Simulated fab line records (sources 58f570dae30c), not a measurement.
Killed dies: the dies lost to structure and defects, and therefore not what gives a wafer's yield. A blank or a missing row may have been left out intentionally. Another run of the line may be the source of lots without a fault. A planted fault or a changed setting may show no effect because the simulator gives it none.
Which tool did it?    flow berkeley_cmos170    Sampling: 15 lots, 45 wafers, 5 of 331 route steps

== WHAT THE GAUGES SHOWED, per wafer ==
UCB170_START_THK_MEAS_03.
lot   measured     on             START_OXIDE_THK (nm)
L668  day 1 22:20  film_metro-03  31.6 30.8 31.5
L669  day 1 17:22  film_metro-02  20.1 19.9 20.3
L670  day 2 02:08  film_metro-01  20.1 20.0 20.2
L671  day 2 06:47  film_metro-02  20.3 20.5 20.1
L676  day 3 15:08  film_metro-02  31.0 31.5 31.0
L677  day 3 15:08  film_metro-03  31.9 32.3 31.9
L680  day 4 03:22  film_metro-01  20.1 20.2 19.9
L681  day 4 08:22  film_metro-03  20.0 20.4 20.2
L682  day 4 13:46  film_metro-03  19.9 19.9 19.7
L683  day 4 22:15  film_metro-02  20.1 20.4 20.5
L684  day 4 22:16  film_metro-03  20.8 20.5 20.7
L686  day 5 09:41  film_metro-03  20.2 20.5 20.7
L687  day 5 13:46  film_metro-02  20.2 19.6 19.6
L688  day 5 20:17  film_metro-02  20.8 20.9 20.8
L690  day 6 04:49  film_metro-03  20.1 20.0 20.1

UCB170_NWELL_THK_MEAS_05.
lot   measured     on             NWELL_NITRIDE_THK (nm)
L668  day 2 14:42  film_metro-04  225.1 222.7 224.4
L669  day 2 14:43  film_metro-03  222.8 224.6 226.9
L670  day 3 00:44  film_metro-01  226.1 227.3 226.1
L671  day 3 00:44  film_metro-04  223.5 226.8 226.0
L676  day 4 05:20  film_metro-01  225.0 226.0 225.8
L677  day 4 05:20  film_metro-03  225.1 226.4 228.3
L680  day 5 04:11  film_metro-04  222.7 224.3 222.9
L681  day 5 04:11  film_metro-03  224.4 223.9 225.4
L682  day 5 12:32  film_metro-04  228.3 227.7 226.1
L683  day 5 16:56  film_metro-01  228.1 224.8 224.9
L684  day 5 16:57  film_metro-04  225.1 225.6 225.7
L686  day 6 02:19  film_metro-01  226.9 225.3 224.3
L687  day 6 14:48  film_metro-03  223.4 224.9 224.6
L688  day 6 22:01  film_metro-04  219.5 221.1 220.8
L690  day 7 02:55  film_metro-01  226.2 226.2 223.2

UCB170_PSD_CD_MEAS_06: the cd target is 1200 nm.
lot   measured      on         cd_nm (nm)
L668  day 8 08:52   cd_sem-01  1200.2 1198.7 1199.6
L669  day 8 09:10   cd_sem-02  1202.4 1202.8 1202.6
L670  day 8 15:47   cd_sem-01  1199.2 1200.6 1199.2
L671  day 8 16:02   cd_sem-02  1201.0 1202.0 1200.6
L676  day 9 14:34   cd_sem-02  1201.1 1201.4 1200.6
L677  day 9 15:29   cd_sem-01  1199.3 1198.6 1200.4
L680  day 10 13:50  cd_sem-01  1202.4 1200.9 1200.7
L681  day 10 14:14  cd_sem-01  1199.3 1199.5 1200.9
L682  day 10 14:26  cd_sem-02  1197.9 1199.2 1199.0
L683  day 11 00:46  cd_sem-02  1200.5 1202.2 1201.8
L684  day 11 00:55  cd_sem-02  1199.8 1199.2 1199.1
L686  day 11 01:02  cd_sem-02  1201.0 1201.1 1200.9
L687  day 11 10:07  cd_sem-01  1200.5 1199.7 1201.4
L688  day 12 09:04  cd_sem-02  1201.3 1201.0 1200.4
L690  day 12 08:55  cd_sem-02  1200.8 1200.8 1200.5

== EACH LOT AND THE TOOL THAT RAN IT (in order: tool; ch and the chambers of the sampled wafers; start) ==
lot   UCB170_START_OXIDATION_02     UCB170_NWELL_ETCH_13
L668  furnace-02 ch 0, day 1 15:50  rie_diel-03 ch 1,2,3, day 2 15:46
L669  furnace-02 ch 0, day 1 15:50  rie_diel-01 ch 0,3, day 2 16:14
L670  furnace-01 ch 0, day 2 00:37  rie_diel-01 ch 0,3, day 3 01:46
L671  furnace-04 ch 0, day 2 05:17  rie_diel-03 ch 0,3, day 3 02:02
L676  furnace-02 ch 0, day 3 10:34  rie_diel-04 ch 0,1,3, day 4 06:16
L677  furnace-02 ch 0, day 3 10:34  rie_diel-01 ch 1,2,3, day 4 06:31
L680  furnace-02 ch 0, day 4 01:52  rie_diel-01 ch 0,2,3, day 5 05:32
L681  furnace-02 ch 0, day 4 06:52  rie_diel-03 ch 0,1,3, day 5 05:17
L682  furnace-01 ch 0, day 4 12:14  rie_diel-04 ch 0,1, day 5 13:41
L683  furnace-02 ch 0, day 4 20:45  rie_diel-01 ch 0,1,2, day 5 18:16
L684  furnace-02 ch 0, day 4 20:45  rie_diel-03 ch 0,1,2, day 5 18:02
L686  furnace-02 ch 0, day 5 08:11  rie_diel-03 ch 0,1,3, day 6 03:37
L687  furnace-04 ch 0, day 5 12:15  rie_diel-03 ch 0,2,3, day 6 15:43
L688  furnace-01 ch 0, day 5 18:47  rie_diel-01 ch 1,2,3, day 6 23:53
L690  furnace-02 ch 0, day 6 03:19  rie_diel-01 ch 0,1, day 7 04:05
- UCB170_START_OXIDATION_02: target thk 20 nm, ox time 1800 s.
- UCB170_NWELL_ETCH_13: etches Si3N4 in CH3F/Ar/O2, stops on SiO2, target depth 246.4 nm, time 154 s.

== WHAT THE TOOLS THEMSELVES READ (means of the sampled wafers that have a number; where no wafer has one, the mark that the record gives instead) ==
UCB170_START_OXIDATION_02.
lot   tool        zone_power_source_pct (%)
L668  furnace-02  33.2
L669  furnace-02  33.3
L670  furnace-01  29.2
L671  furnace-04  29.4
L676  furnace-02  33.5
L677  furnace-02  33.4
L680  furnace-02  33.1
L681  furnace-02  33.8
L682  furnace-01  29.1
L683  furnace-02  33.3
L684  furnace-02  33.3
L686  furnace-02  33.4
L687  furnace-04  29.3
L688  furnace-01  29.3
L690  furnace-02  33.5

UCB170_NWELL_ETCH_13.
lot   tool         drypump_motor_current_A (A)  oes_product_au (a.u.)  throttle_valve_pct (%)
L668  rie_diel-03  5.5                          0.939                  8.18
L669  rie_diel-01  5.8                          0.944                  8.04
L670  rie_diel-01  5.8                          0.952                  8.03
L671  rie_diel-03  5.2                          0.942                  8.14
L676  rie_diel-04  5.7                          0.957                  8.01
L677  rie_diel-01  5.4                          0.944                  8.01
L680  rie_diel-01  5.5                          0.936                  8.00
L681  rie_diel-03  5.1                          0.943                  8.18
L682  rie_diel-04  5.5                          0.963                  8.11
L683  rie_diel-01  5.1                          0.938                  7.98
L684  rie_diel-03  5.4                          0.946                  8.25
L686  rie_diel-03  5.1                          0.949                  8.18
L687  rie_diel-03  5.5                          0.938                  8.21
L688  rie_diel-01  5.4                          0.929                  8.01
L690  rie_diel-01  5.0                          0.947                  7.97

== THE ANSWER, worked out from the rows above alone ==
Rule: what is usual is taken from the lots themselves. The widest of any qualifying gaps counts: lots, ordered by their means at a reading, are off when they make up no more than a third of the lots, leave a main group of 4 or more, and stand apart from it by 3 or more times the standard deviation of that group's means. Not used: any main group whose means are identical at the precision the tables above print for the reading. Also off: a lot with no number at a reading for which 4 or more lots have one. Where the step has rows for the other lots, those lots are counted as sound. After the gauges, taken in route order, come the tools' own readings; for these a lot's mean is taken, as printed above. The first step at which some lot is off is used, and at that step the reading that is off furthest; a lot without a number counts as furthest.
Off: at UCB170_START_THK_MEAS_03 (START_OXIDE_THK), L668, L676, L677. The main group: mean 20.2 nm, standard deviation 0.3.
A tool fits if, at a process step before that reading, it ran every lot that is off, and no sound lot after the first of them. The gauges at UCB170_START_THK_MEAS_03 are tried like those tools. Of those tried, none fits.

== WHAT THE SIMULATOR HAD INSERTED ==
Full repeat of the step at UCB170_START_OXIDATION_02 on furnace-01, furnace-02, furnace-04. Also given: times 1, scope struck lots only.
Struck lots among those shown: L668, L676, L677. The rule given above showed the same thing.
